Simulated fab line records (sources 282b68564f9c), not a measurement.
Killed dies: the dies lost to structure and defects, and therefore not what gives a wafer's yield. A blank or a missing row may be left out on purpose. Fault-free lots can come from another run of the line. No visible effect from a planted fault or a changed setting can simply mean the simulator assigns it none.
Which tool was responsible? ; flow ritCmos ; 21 wafers from 7 lots sampled at 2 of the route's 202 steps

WHAT EACH GAUGE READ, for each wafer
RIT_WELLDRIVE_RS_MEAS_02: the measuring method here is four-point-probe.
lot;measured;on;PWELL_RS (ohm/sq)
L640;day 2 14:01;filmMetro-03;428.3 429.9 430.5
L642;day 3 00:38;filmMetro-03;430.2 430.1 429.4
L645;day 3 14:50;filmMetro-01;431.1 432.3 430.0
L649;day 4 12:07;filmMetro-01;428.4 427.5 427.1
L655;day 5 17:42;filmMetro-01;430.1 429.6 428.8
L657;day 6 04:32;filmMetro-03;405.3 405.6 404.9
L661;day 7 01:59;filmMetro-02;428.9 427.9 428.8

EACH LOT AND THE TOOL THAT RAN IT (in order: tool; ch and the chambers of the sampled wafers; start)
lot;RIT_PWELL_IMPLANT_08
L640;implanter-03 ch 0, day 2 08:26
L642;implanter-01 ch 0, day 2 18:17
L645;implanter-04 ch 0, day 3 09:14
L649;implanter-04 ch 0, day 4 06:32
L655;implanter-03 ch 0, day 5 12:07
L657;implanter-03 ch 0, day 5 22:57
L661;implanter-01 ch 0, day 6 20:23
- RIT_PWELL_IMPLANT_08

THE ANSWER, worked out from the rows above alone
Rule: usual is defined by the lots themselves. The widest of any qualifying gaps counts: lots, ordered by their means at a reading, are off when they make up no more than a third of the lots, leave a main group of 4 or more, and stand apart from it by 3 or more times the standard deviation of that group's means. The tables above print the reading to a certain number of digits; a main group whose means all agree to those digits is not used. Also off: a lot with no number at a reading for which 4 or more lots have one. The other lots that the step has rows for count as sound.
Off: L657, at RIT_WELLDRIVE_RS_MEAS_02 (PWELL_RS). Mean 429.4 ohm/sq and standard deviation 1.1 in the main group.
If a tool, at a process step before that reading, ran all the lots that are off and no sound lot after the first of them, it fits. The gauges at RIT_WELLDRIVE_RS_MEAS_02 are tried like those tools. 2 tools fit, implanter-03 at RIT_PWELL_IMPLANT_08 and filmMetro-03 at RIT_WELLDRIVE_RS_MEAS_02, so this cannot tell which one it is.

WHAT WAS PUT IN BY THE SIMULATOR
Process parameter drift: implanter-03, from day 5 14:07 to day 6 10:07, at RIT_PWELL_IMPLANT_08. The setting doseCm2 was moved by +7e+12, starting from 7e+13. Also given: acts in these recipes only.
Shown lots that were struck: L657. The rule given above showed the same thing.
